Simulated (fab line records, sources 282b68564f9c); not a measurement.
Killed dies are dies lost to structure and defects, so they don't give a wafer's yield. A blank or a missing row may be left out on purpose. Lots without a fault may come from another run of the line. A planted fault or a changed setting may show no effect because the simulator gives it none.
fab line records | flow rit_cmos
record lots=14 wafers=42 last_day=7
route steps=202 shown SPACER@128 M1@202
lots that met no fault: from a run of the same line without faults
start_h: hours from the record's first day to the start of the lot's first wafer shown | wait_h: hours since the lot's step before | " the same as in the row above | L1.1+2: a row that stands for several wafers | - no value, or no start given | * or withheld: withheld | < > ~ a bound
route shown NAME@n: a module of which the file shows steps, and the number in the route of the first | usual: mean/standard deviation of fault-free wafers | same: alike in all rows | chamber/n: place in a boat | sites: the reading at each site | _std_site: their standard deviation | _edge_site: outer sites' mean less inner sites' | radius_mm: how far each site lies from the wafer's centre | mask NAME#n: copy n | behind: the tool/chamber that last shaped the wafer | hold: why the lot was held/for how many hours/how that ended | device: the transistor (n, p or np) that didn't switch | end of line: the same wafers' tests at the end of the route | a step without rows: its recipe alone | killed: dies lost to structure and defects at the first sort, not the wafer's yield | map: a wafer's dies, x killed, . not, _ none there
set.NAME: the setting as run; set.NAME@STEP: as run at that earlier step | model.NAME: the simulator's own value behind a step, which no gauge read
steps of the route over a sample of lots; a table a step, a row a wafer
services: from which hour (start_h, from the record's first day; less than 0 if before it) a tool's chamber was out of use, for how many hours, and why
## steps
# step RIT_SPACER_CVD_03
# recipe material=Si3N4 target_thk_nm=250 temp_c=810 precursor=SiH2Cl2/NH3 time_s=3300 pressure_mtorr=300 sih2cl2_flow_sccm=60 nh3_flow_sccm=150
# columns lot.wafer tool chamber start_h wait_h
L952.2+5+6 lpcvd-01 0 54.50 0.0
L955.1+2+4 lpcvd-01 0 71.21 0.0
L956.3+4+6 lpcvd-01 0 73.26 0.0
L957.1+3+5 lpcvd-02 1 75.84 0.0
L958.1+3+4 lpcvd-02 0 83.99 0.0
L959.1+5+6 lpcvd-01 1 90.13 0.0
L960.1+4+6 lpcvd-01 1 94.33 0.0
L963.1+5+6 lpcvd-02 1 108.70 0.0
L964.3+4+5 lpcvd-01 1 109.79 0.0
L966.1+2+5 lpcvd-01 0 121.19 0.0
L967.1+4+5 lpcvd-01 1 128.72 0.0
L971.1+2+5 lpcvd-02 0 144.04 0.2
L972.1+4+6 lpcvd-02 0 147.52 0.0
L974.1+2+5 lpcvd-01 0 159.33 0.0
# step RIT_SPACER_THK_MEAS_04
# recipe reads=Si3N4_of_SPACER_CVD_03
# usual SPACER_NITRIDE_THK=249.1/2.2
# columns lot.wafer tool chamber start_h wait_h SPACER_NITRIDE_THK[nm]
L952.2 film_metro-02 - 56.42 0.0 247.1
L952.5 " - " " 251.5
L952.6 " - " " 250.6
L955.1 film_metro-02 - 73.13 0.0 253.2
L955.2 " - " " 251.0
L955.4 " - " " 252.5
L956.3 film_metro-02 - 75.20 0.0 250.1
L956.4 " - " " 249.0
L956.6 " - " " 249.5
L957.1 film_metro-04 - 77.76 0.0 250.4
L957.3 " - " " 249.1
L957.5 " - " " 248.3
L958.1 film_metro-04 - 85.91 0.0 253.4
L958.3 " - " " 254.6
L958.4 " - " " 254.1
L959.1 film_metro-02 - 92.05 0.0 248.8
L959.5 " - " " 250.0
L959.6 " - " " 252.0
L960.1 film_metro-02 - 96.24 0.0 249.5
L960.4 " - " " 250.4
L960.6 " - " " 249.1
L963.1 film_metro-02 - 110.62 0.0 248.2
L963.5 " - " " 249.4
L963.6 " - " " 251.6
L964.3 film_metro-01 - 111.73 0.0 249.1
L964.4 " - " " 248.5
L964.5 " - " " 248.5
L966.1 film_metro-04 - 123.10 0.0 247.2
L966.2 " - " " 248.2
L966.5 " - " " 245.5
L967.1 film_metro-04 - 130.63 0.0 245.8
L967.4 " - " " 243.9
L967.5 " - " " 244.9
L971.1 film_metro-01 - 145.95 0.0 481.1
L971.2 " - " " 481.1
L971.5 " - " " 482.7
L972.1 film_metro-02 - 149.44 0.0 485.3
L972.4 " - " " 484.3
L972.6 " - " " 486.8
L974.1 film_metro-02 - 161.25 0.0 247.6
L974.2 " - " " 247.9
L974.5 " - " " 247.4
# step RIT_SPACER_ETCHBACK_05
# recipe target_depth_a=2500 SF6_flow_sccm=30 CHF3_flow_sccm=30 target=Si3N4 chemistry=SF6/CHF3 pressure_mtorr=40 rf_w=250 time_s=240 stop_on=SiO2
# usual SF6_flow_sccm=30.01/0.092 drypump_motor_current_A=5.5/0.34 oes_product_au=0.845/0.02 throttle_valve_pct=10.27/0.11
# columns lot.wafer tool chamber start_h wait_h SF6_flow_sccm drypump_motor_current_A oes_product_au rf_hours_counter_h throttle_valve_pct
L952.2 rie_diel-01 1 56.47 0.0 30.06 5.6 0.824 118 10.32
L952.5 " 3 " " 29.89 5.4 0.866 - 10.43
L952.6 " 0 " " 29.90 5.2 0.841 - 10.31
L955.1 rie_diel-02 2 73.19 0.1 30.06 6.0 0.867 82 10.19
L955.2 " 1 " " 29.97 5.7 0.883 58 10.31
L955.4 " 1 " " 29.98 5.7 0.883 - 10.34
L956.3 rie_diel-01 2 75.24 0.0 30.06 5.4 0.841 122 10.17
L956.4 " 3 " " 30.19 5.4 0.861 - 10.42
L956.6 " 2 " " 30.08 5.4 0.842 - 10.15
L957.1 rie_diel-04 0 77.82 0.1 30.03 5.2 0.871 6 10.24
L957.3 " 1 " " 30.04 5.9 0.830 0 10.40
L957.5 " 0 " " 29.90 5.2 0.866 - 10.22
L958.1 rie_diel-04 3 85.97 0.1 30.02 4.8 0.872 162 10.30
L958.3 " 1 " " 29.99 6.0 0.844 1 10.38
L958.4 " 2 " " 29.91 5.4 0.834 19 10.30
L959.1 rie_diel-02 2 92.11 0.1 29.83 6.0 0.862 82 10.20
L959.5 " 0 " " 30.16 5.6 0.840 - 10.02
L959.6 " 1 " " 30.00 5.7 0.883 - 10.35
L960.1 rie_diel-04 1 96.30 0.1 29.90 5.9 0.828 1 10.41
L960.4 " 0 " " 30.00 5.2 0.869 - 10.21
L960.6 " 2 " " 30.02 5.4 0.821 - 10.28
L963.1 rie_diel-02 2 110.68 0.1 29.98 6.0 0.863 83 10.19
L963.5 " 1 " " 30.10 5.7 0.873 - 10.32
L963.6 " 2 " " 30.12 6.0 0.878 - 10.21
L964.3 rie_diel-04 3 111.77 0.0 29.96 4.8 0.817 0 10.34
L964.4 " 0 " " 29.99 5.2 0.867 7 10.23
L964.5 " 0 " " 29.89 5.2 0.862 - 10.22
L966.1 rie_diel-04 1 123.16 0.1 30.10 6.0 0.828 2 10.41
L966.2 " 3 " " 30.01 4.8 0.820 0 10.33
L966.5 " 0 " " 29.88 5.2 0.853 - 10.21
L967.1 rie_diel-04 3 130.69 0.1 29.94 4.8 0.808 0 10.34
L967.4 " 1 " " 30.04 5.9 0.821 2 10.40
L967.5 " 0 " " 29.96 5.2 0.856 - 10.22
L971.1 rie_diel-02 3 146.01 0.1 29.98 5.6 0.987 1 10.37
L971.2 " 2 " " 30.05 6.1 1.028 84 10.25
L971.5 " 3 " " 29.93 5.7 0.989 - 10.38
L972.1 rie_diel-01 3 149.50 0.1 30.14 5.4 0.986 8 10.47
L972.4 " 2 " " 30.14 5.4 1.007 124 10.21
L972.6 " 3 " " 30.09 5.4 0.992 - 10.46
L974.1 rie_diel-02 0 161.31 0.1 29.88 5.6 0.841 10 10.01
L974.2 " 3 " " 29.90 5.7 0.831 1 10.30
L974.5 " 1 " " 29.83 5.8 0.865 - 10.32
# step RIT_M1_PROBE_99
# usual killed_at_contacts=0.1/0.24 killed_at_front_end=7/3.2 killed_dies=7/3.2 killed_on_rim=2.0/1.5 killed_open=3.4/2 killed_short=3.5/2.2
# same gross_dies=264 killed_at_M0_to_M3=0 killed_at_M4_up=0 killed_at_back_side=0 killed_at_other=0
# columns lot.wafer tool chamber start_h wait_h killed_at_contacts killed_at_front_end killed_dies killed_on_rim killed_open killed_short
L963.1 prober-01 - 121.89 0.1 0 6 6 1 3 3
L963.5 prober-01 - 122.09 0.2 0 14 14 7 7 7
L963.6 prober-01 - 122.14 0.2 0 12 12 3 4 8
L966.1 prober-02 - 134.21 0.1 0 7 7 1 3 4
L966.2 prober-02 - 134.26 0.1 0 8 8 2 2 6
L966.5 prober-02 - 134.41 0.2 0 6 6 2 5 1
L967.1 prober-01 - 142.11 0.1 0 9 9 1 4 5
L967.4 prober-01 - 142.26 0.2 0 5 5 1 3 2
L967.5 prober-01 - 142.31 0.2 0 4 4 3 1 3
L971.1 prober-01 - 157.44 0.1 0 264 264 70 4 1
L971.2 prober-01 - 157.49 0.1 0 264 264 70 1 1
L971.5 prober-01 - 157.64 0.2 0 264 264 70 0 3
L972.1 prober-02 - 160.67 0.1 0 264 264 70 3 4
L972.4 prober-02 - 160.82 0.2 0 264 264 70 4 0
L972.6 prober-02 - 160.92 0.2 0 264 264 70 2 3
# killed by level:class
L963.1 GATE:geometric_particle:short=3 GATE:geometric_particle:open=3
L963.5 GATE:geometric_particle:open=6 GATE:geometric_particle:short=4 REOX:geometric_particle:short=2 FOX1:geometric_particle:open=1 FOX2:geometric_particle:short=1
L963.6 GATE:geometric_particle:short=3 FOX1:geometric_particle:short=2 FOX2:geometric_particle:open=2 GATE:geometric_particle:open=2 REOX:geometric_particle:short=2 FOX2:geometric_particle:short=1
L966.1 GATE:geometric_particle:open=2 FOX2:geometric_particle:short=1 GATE:geometric_particle:short=1 SPACER:geometric_particle:short=1 SPACER:geometric_particle:open=1 SILICIDE:geometric_particle:short=1
L966.2 REOX:geometric_particle:short=3 GATE:geometric_particle:open=1 GATE:geometric_particle:short=1 SILICIDE:geometric_particle:short=1 REOX:geometric_particle:open=1 SPACER:geometric_particle:short=1
L966.5 FOX1:geometric_particle:open=2 GATE:geometric_particle:open=1 GATE:geometric_particle:short=1 SPACER:geometric_particle:open=1 SILICIDE:geometric_particle:open=1
L967.1 FOX2:geometric_particle:short=2 FOX1:geometric_particle:short=1 FOX2:geometric_particle:open=1 GATE:geometric_particle:open=1 REOX:geometric_particle:open=1 SPACER:geometric_particle:short=1 SPACER:geometric_particle:open=1 SILICIDE:geometric_particle:short=1
L967.4 FOX1:geometric_particle:open=1 FOX2:geometric_particle:open=1 GATE:geometric_particle:short=1 REOX:geometric_particle:short=1 REOX:geometric_particle:open=1
L967.5 FOX1:geometric_particle:short=1 FOX2:geometric_particle:short=1 GATE:geometric_particle:short=1 SPACER:geometric_particle:open=1
L971.1 SPACER:area_etchback=259 GATE:geometric_particle:open=2 FOX2:geometric_particle:open=1 GATE:geometric_particle:short=1 SPACER:geometric_particle:open=1
L971.2 SPACER:area_etchback=262 FOX1:geometric_particle:open=1 REOX:geometric_particle:short=1
L971.5 SPACER:area_etchback=261 REOX:geometric_particle:short=1 SPACER:geometric_particle:short=1 SILICIDE:geometric_particle:short=1
L972.1 SPACER:area_etchback=257 SPACER:geometric_particle:short=2 FOX2:geometric_particle:short=1 GATE:geometric_particle:open=1 GATE:geometric_particle:short=1 SPACER:geometric_particle:open=1 SILICIDE:geometric_particle:open=1
L972.4 SPACER:area_etchback=260 FOX2:geometric_particle:open=2 SPACER:geometric_particle:open=2
L972.6 SPACER:area_etchback=259 SPACER:geometric_particle:open=2 FOX2:geometric_particle:short=1 GATE:geometric_particle:short=1 SPACER:geometric_particle:short=1
## services
# columns tool chamber start_h hours kind
rie_diel-01 1 57.88 3.0 repair
lpcvd-01 - 66.28 0.8 repair
rie_diel-01 - 73.33 0.3 repair
rie_diel-01 0 73.67 9.9 repair
rie_diel-02 3 74.08 - clean
rie_diel-02 3 74.08 22.9 scheduled_down
rie_diel-02 3 74.08 22.9 vent_cycle
lpcvd-01 - 76.28 0.8 repair
rie_diel-04 3 77.15 7.1 repair
rie_diel-04 3 91.80 - clean
rie_diel-04 3 91.80 19.7 scheduled_down
rie_diel-04 3 91.80 19.7 vent_cycle
rie_diel-01 0 93.09 1.9 repair
rie_diel-01 0 94.99 - clean
rie_diel-01 0 94.99 19.9 scheduled_down
rie_diel-01 0 94.99 19.9 vent_cycle
rie_diel-02 0 97.91 5.5 repair
rie_diel-02 - 104.93 0.2 repair
rie_diel-01 - 110.66 0.4 repair
lpcvd-02 - 135.21 2.8 pm
rie_diel-01 1 137.16 9.8 repair
rie_diel-01 0 144.17 3.2 repair
## key
first_sign step=RIT_SPACER_THK_MEAS_04 reading=SPACER_NITRIDE_THK direction=up sigmas=99+ usual=249.1 struck=483.5
effect step=RIT_SPACER_ETCHBACK_05 reading=oes_product_au direction=up sigmas=7.6 usual=0.845 struck=0.998
effect step=RIT_M1_PROBE_99 reading=killed_dies direction=up sigmas=80 usual=7 struck=264
more_kills_born_at RIT_SPACER_ETCHBACK_05@rie_diel-02=782 RIT_SPACER_ETCHBACK_05@rie_diel-01=776
met_at RIT_SPACER_CVD_03
struck_lots L971,L972
struck_wafers L971.1,L971.2,L971.5,L972.1,L972.4,L972.6
later_rows_left_out L971.1,L971.2,L971.5,L972.1,L972.4,L972.6
tester_left_out L971,L972
onset_between 83.99 144.04
fault kind=process_parameter_drift tool=lpcvd-02 chamber=0 onset_h=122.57 steps=RIT_SPACER_CVD_03 channel=target_thk_nm offset=234.13 shape=step end_h=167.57 acts_in=these_recipes_only stated=250
# tester_left_out: of these lots the tester's yield and bins aren't shown, on N5 and GAA mostly nor the transistor test; their killed dies are dies lost to structure and defects alone, not to doping, threshold or leakage, so they don't give the yield
# later_rows_left_out: the simulator's readings of these wafers behind a module that went badly wrong aren't trusted and aren't shown, but for the sort
